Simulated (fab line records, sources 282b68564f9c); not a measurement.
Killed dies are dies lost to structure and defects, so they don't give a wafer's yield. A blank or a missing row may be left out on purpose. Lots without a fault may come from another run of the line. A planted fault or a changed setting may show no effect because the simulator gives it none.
Which tool did it? | flow rit_cmos | 15 lots, 45 wafers sampled, at 3 steps of a route of 202

WHAT THE GAUGES READ, wafer by wafer
RIT_PSD_TW_MEAS_10.
lot  | measured    | on            | PSD_TW
L893 | day 3 14:11 | film_metro-02 | 3469 3457 3457
L894 | day 3 17:43 | film_metro-03 | 3423 3436 3438
L897 | day 4 08:05 | film_metro-01 | 3530 3550 3522
L902 | day 5 11:24 | film_metro-02 | 3613 3628 3616
L903 | day 5 14:40 | film_metro-02 | 3620 3616 3629
L904 | day 5 15:14 | film_metro-02 | 3436 3456 3461
L905 | day 5 23:25 | film_metro-01 | 3381 3373 3389
L906 | day 6 05:35 | film_metro-01 | 3413 3433 3417
L907 | day 6 14:04 | film_metro-02 | 3456 3472 3480
L908 | day 6 16:37 | film_metro-03 | 3421 3407 3435
L910 | day 7 02:46 | film_metro-02 | 3461 3449 3453
L911 | day 7 19:13 | film_metro-02 | 3460 3437 3423
L913 | day 8 01:28 | film_metro-01 | 3370 3372 3392
L914 | day 8 03:04 | film_metro-01 | 3393 3387 3374
L915 | day 8 11:33 | film_metro-03 | 3445 3462 3442

RIT_SDANNEAL_RS_MEAS_04: measures by four-point-probe.
lot  | measured    | on            | PSD_RS (ohm/sq)
L893 | day 3 14:41 | film_metro-03 | 115.6 115.7 116.0
L894 | day 3 18:13 | film_metro-01 | 115.5 115.6 115.7
L897 | day 4 08:35 | film_metro-01 | 107.6 107.9 107.6
L902 | day 5 11:53 | film_metro-01 | 107.9 108.2 107.8
L903 | day 5 16:07 | film_metro-03 | 107.5 107.5 106.8
L904 | day 5 15:43 | film_metro-02 | 115.7 115.8 115.7
L905 | day 5 23:56 | film_metro-03 | 115.3 115.5 115.2
L906 | day 6 06:07 | film_metro-03 | 115.5 115.8 115.1
L907 | day 6 14:37 | film_metro-01 | 115.8 116.0 116.5
L908 | day 6 17:07 | film_metro-01 | 115.9 116.1 116.2
L910 | day 7 03:16 | film_metro-03 | 116.0 116.0 115.9
L911 | day 7 19:47 | film_metro-01 | 115.8 115.5 115.9
L913 | day 8 02:01 | film_metro-03 | 115.8 115.4 115.8
L914 | day 8 03:35 | film_metro-01 | 116.0 116.0 116.2
L915 | day 8 12:03 | film_metro-02 | 116.2 116.2 116.2

WHICH TOOL RAN EACH LOT (tool, then ch and the chambers of the sampled wafers, then the start)
lot  | RIT_PSD_IMPLANT_08
L893 | implanter-02 ch 0, day 3 13:52
L894 | implanter-01 ch 0, day 3 17:25
L897 | implanter-04 ch 0, day 4 07:26
L902 | implanter-04 ch 0, day 5 10:46
L903 | implanter-01 ch 0, day 5 14:02
L904 | implanter-02 ch 0, day 5 14:54
L905 | implanter-01 ch 0, day 5 23:05
L906 | implanter-02 ch 0, day 6 05:16
L907 | implanter-02 ch 0, day 6 13:47
L908 | implanter-02 ch 0, day 6 16:17
L910 | implanter-04 ch 0, day 7 02:26
L911 | implanter-04 ch 0, day 7 18:54
L913 | implanter-02 ch 0, day 8 01:09
L914 | implanter-02 ch 0, day 8 02:45
L915 | implanter-02 ch 0, day 8 11:13
- RIT_PSD_IMPLANT_08

WHAT THE TOOLS THEMSELVES READ (means of the sampled wafers that have a number; where no wafer has one, the mark that the record gives instead)
The record holds no such reading with a usual standard deviation.

THE ANSWER, worked out from the rows above alone
Rule: what is usual is taken from the lots themselves. Put in order of their means at a reading, lots are off if they are a third of the lots or fewer, leave a main group of 4 or more, and stand apart from it by a gap of 3 or more times the standard deviation of the main group's means; of several such gaps the widest counts. A main group whose means are all the same, to the digits that the tables above print for the reading, isn't used. A lot without any number at a reading at which 4 lots or more have one is off too. The other lots that the step has rows for count as sound. The gauges are gone through in route order, then the tools' own readings, and for those a lot's mean is taken as printed above. The first step at which some lot is off is used, and at that step the reading that is off furthest; a lot without a number counts as furthest.
Off: L897, L902, L903, at RIT_SDANNEAL_RS_MEAS_04 (PSD_RS). The main group: mean 115.8 ohm/sq, standard deviation 0.26.
A tool fits if, at a process step before that reading, it ran every lot that is off, and no sound lot after the first of them. The gauges at RIT_SDANNEAL_RS_MEAS_04 are tried like those tools. None of those tried fits.

WHAT THE SIMULATOR HAD PUT IN
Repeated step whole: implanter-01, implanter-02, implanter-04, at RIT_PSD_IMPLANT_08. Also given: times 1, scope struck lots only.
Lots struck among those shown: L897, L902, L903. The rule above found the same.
